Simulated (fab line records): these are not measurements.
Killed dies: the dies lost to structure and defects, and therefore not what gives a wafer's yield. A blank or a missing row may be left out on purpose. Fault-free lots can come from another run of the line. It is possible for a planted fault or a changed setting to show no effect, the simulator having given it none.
The tool behind it: which one? + flow rit cmos + 14 lots, 42 wafers sampled, at 3 steps of a route of 202

## WHAT THE GAUGES READ, wafer by wafer
RIT_M1_RS_MEAS_01: measures by four-point-probe.
| lot  | measured    | on            | M1_AL_RS (ohm/sq)    |
|------|-------------|---------------|----------------------|
| L614 | day 3 10:25 | film metro-01 | 0.0743 0.0748 0.0747 |
| L615 | day 3 14:41 | film metro-01 | 0.0737 0.0736 0.0731 |
| L616 | day 3 21:47 | film metro-02 | 0.0749 0.0751 0.0744 |
| L617 | day 3 23:13 | film metro-02 | 0.0739 0.0736 0.0733 |
| L618 | day 4 04:04 | film metro-01 | 0.0741 0.0728 0.0728 |
| L620 | day 4 12:58 | film metro-01 | 0.0737 0.0740 0.0738 |
| L622 | day 5 03:06 | film metro-02 | 0.0734 0.0741 0.0733 |
| L623 | day 5 04:59 | film metro-01 | 0.0727 0.0739 0.0737 |
| L627 | day 5 23:02 | film metro-04 | 0.0733 0.0726 0.0725 |
| L629 | day 6 18:43 | film metro-04 | 0.0655 0.0734 0.0735 |
| L631 | day 7 00:53 | film metro-04 | 0.0733 0.0652 0.0743 |
| L635 | day 7 22:53 | film metro-02 | 0.0736 0.0746 0.0741 |
| L636 | day 8 02:53 | film metro-04 | 0.0749 0.0727 0.0743 |
| L637 | day 8 07:10 | film metro-02 | 0.0730 0.0722 0.0735 |

RIT_M1_THK_MEAS_02: measures by xrf.
| lot  | measured    | on            | M1_AL_THK (nm) |
|------|-------------|---------------|----------------|
| L614 | day 3 10:31 | film metro-01 | 393 391 392    |
| L615 | day 3 14:49 | film metro-01 | 397 397 400    |
| L616 | day 3 21:53 | film metro-02 | 393 392 393    |
| L617 | day 3 23:19 | film metro-02 | 395 399 399    |
| L618 | day 4 04:11 | film metro-01 | 396 403 403    |
| L620 | day 4 13:04 | film metro-01 | 398 397 398    |
| L622 | day 5 03:13 | film metro-02 | 397 397 400    |
| L623 | day 5 05:06 | film metro-01 | 405 396 395    |
| L627 | day 5 23:09 | film metro-04 | 400 399 403    |
| L629 | day 6 18:50 | film metro-04 | 446 400 396    |
| L631 | day 7 01:00 | film metro-04 | 398 444 392    |
| L635 | day 7 23:00 | film metro-02 | 398 391 394    |
| L636 | day 8 03:01 | film metro-04 | 392 402 394    |
| L637 | day 8 07:17 | film metro-02 | 401 405 397    |

## WHAT TOOL EACH LOT RAN ON (gives the tool, then ch and the chambers of the sampled wafers, and finally the start)
| lot  | RIT_M1_SPUTTER_00           |
|------|-----------------------------|
| L614 | pvd sputter-02, day 3 10:05 |
| L615 | pvd sputter-01, day 3 14:23 |
| L616 | pvd sputter-02, day 3 21:27 |
| L617 | pvd sputter-01, day 3 22:53 |
| L618 | pvd sputter-02, day 4 03:45 |
| L620 | pvd sputter-02, day 4 12:38 |
| L622 | pvd sputter-02, day 5 02:49 |
| L623 | pvd sputter-03, day 5 04:41 |
| L627 | pvd sputter-01, day 5 22:44 |
| L629 | pvd sputter-01, day 6 18:24 |
| L631 | pvd sputter-01, day 7 00:35 |
| L635 | pvd sputter-02, day 7 22:35 |
| L636 | pvd sputter-03, day 8 02:35 |
| L637 | pvd sputter-02, day 8 06:53 |
- RIT_M1_SPUTTER_00: material Al, target thk 400 nm, time 500 s.

## AS READ BY THE TOOLS THEMSELVES (means over the sampled wafers that have a number; for cases with no such wafer, the mark the record gives instead)
RIT_M1_SPUTTER_00.
| lot  | tool           | throttle valve pct (%) |
|------|----------------|------------------------|
| L614 | pvd sputter-02 | 30.4                   |
| L615 | pvd sputter-01 | 29.9                   |
| L616 | pvd sputter-02 | 30.1                   |
| L617 | pvd sputter-01 | 29.7                   |
| L618 | pvd sputter-02 | 30.0                   |
| L620 | pvd sputter-02 | 30.5                   |
| L622 | pvd sputter-02 | 29.5                   |
| L623 | pvd sputter-03 | 28.9                   |
| L627 | pvd sputter-01 | 29.6                   |
| L629 | pvd sputter-01 | 30.4                   |
| L631 | pvd sputter-01 | 30.4                   |
| L635 | pvd sputter-02 | 29.6                   |
| L636 | pvd sputter-03 | 28.5                   |
| L637 | pvd sputter-02 | 29.7                   |

## THE ANSWER, worked out from the rows above alone
Rule: the usual values come from the lots themselves. The widest of any qualifying gaps counts: lots, ordered by their means at a reading, are off when they make up no more than a third of the lots, leave a main group of 4 or more, and stand apart from it by 3 or more times the standard deviation of that group's means. The tables above print the reading to a certain number of digits; a main group whose means all agree to those digits is not used. Also off: a lot with no number at a reading for which 4 or more lots have one. Any other lot the step has rows for is counted as sound. After the gauges, taken in route order, come the tools' own readings; for these a lot's mean is taken, as printed above. At the first step where some lot is off, the reading lying furthest off is the one used; lots without a number count as furthest.
Off: L629, L631, seen at RIT_M1_RS_MEAS_01 (M1_AL_RS). Mean 0.0737 ohm/sq and standard deviation 0.00058 in the main group.
A tool fits if, at a process step before that reading, it ran every lot that is off, and no sound lot after the first of them. The gauges at RIT_M1_RS_MEAS_01 are tried like those tools. One candidate fits, namely pvd sputter-01 at RIT_M1_SPUTTER_00. Its last sound lot is L627 (day 5 22:44), its first lot that is off L629 (day 6 18:24): a fault that began between those two fits.

## WHAT THE SIMULATOR PUT IN
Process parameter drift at RIT_M1_SPUTTER_00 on pvd sputter-01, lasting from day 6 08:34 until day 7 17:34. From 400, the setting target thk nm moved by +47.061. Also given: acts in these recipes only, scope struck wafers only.
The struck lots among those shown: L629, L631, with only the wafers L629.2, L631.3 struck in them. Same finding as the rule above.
